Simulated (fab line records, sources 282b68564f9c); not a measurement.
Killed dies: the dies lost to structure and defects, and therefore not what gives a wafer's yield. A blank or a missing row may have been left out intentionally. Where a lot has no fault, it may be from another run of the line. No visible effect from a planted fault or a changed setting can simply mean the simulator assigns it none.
Problem report in the 8D (eight disciplines) form, filled by code / flow rit cmos / the parts of the form that need people (team, actions taken, sign-off) are left out

## 1. WHAT WENT WRONG
rf fwd power W at RIT_GATE_ETCH_19 reads a mean of 184.9 W on 6 wafers of 2 lots; wafers without a fault read 159.4 W with a standard deviation of 0.5. Measured from the usual mean, that is +51 standard deviations.
The step: etches poly-Si in SF6/CHF3/O2, stops on SiO2, time 165 s, target depth 312.5 nm.
First seen on wafer L519.2, day 6 20:42, on rie si-01. Wafers with a number at this step in the record: 18, from 6 lots. Rule for "out" (also "out of limits"): further than 4 standard deviations from the usual mean. The other wafers with a number count as sound.

## 2. WHAT IT IS, WHAT IT ISN'T
question=which readings at this step | is=rf fwd power W | is not=SF6_flow_sccm, drypump motor current A, oes product au, throttle valve pct
question=which lots | is=L519, L521 | is not=L507, L508, L514, L522
question=which wafers of those lots | is=all that have a number | is not=-
question=read on which tools | is=rie si-01 | is not=rie si-02
question=when | is=from day 6 20:42 | is not=up to then (9 sound wafers); but 3 sound wafers of L522 came after

## 3. THE SUSPECTS, EACH WITH WHAT RULES IT OUT
Counting: a tool at a process step up to the reading stays a suspect if it ran every lot that is out and no sound lot after the first of them.
- rie si-01 at RIT_GATE_ETCH_19 (etches poly-Si in SF6/CHF3/O2, stops on SiO2, time 165 s, target depth 312.5 nm): kept. All lots that are out passed through it, beginning with L519 at day 6 20:42, and no sound lot followed; its final sound lot before that point was L507 at day 3 12:41. On those wafers its own readings are out: rf fwd power W.
After counting, what remains is rie si-01 at RIT_GATE_ETCH_19.

## 4. THE CAUSE (what the simulator had put in)
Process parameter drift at RIT_GATE_ETCH_19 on rie si-01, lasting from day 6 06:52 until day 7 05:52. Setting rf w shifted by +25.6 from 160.
Only this tool survived the counting.

## 5. THE CHAIN OF EFFECTS, in route order
Each row: a reading where the mean over the struck wafers with a number is more than 3 standard deviations away from the usual. Only readings whose record carries a usual standard deviation are examined. hours: median over the lots of the time between each lot's start at the first step of this table that gives one and its start at this step. sigmas: the change, counted in usual standard deviations.
hours=0; step=RIT_GATE_ETCH_19; reading=rf fwd power W; usual=159.4 W; on struck wafers=184.9; change=+25.5; sigmas=+51
Process steps it contains:
- RIT_GATE_ETCH_19: etches poly-Si in SF6/CHF3/O2, stops on SiO2, time 165 s, target depth 312.5 nm.

## 6. WHAT WOULD HAVE CAUGHT IT SOONER
The fault began at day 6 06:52; the first out-of-limits reading in this record came at day 6 20:42, 14 hours later.
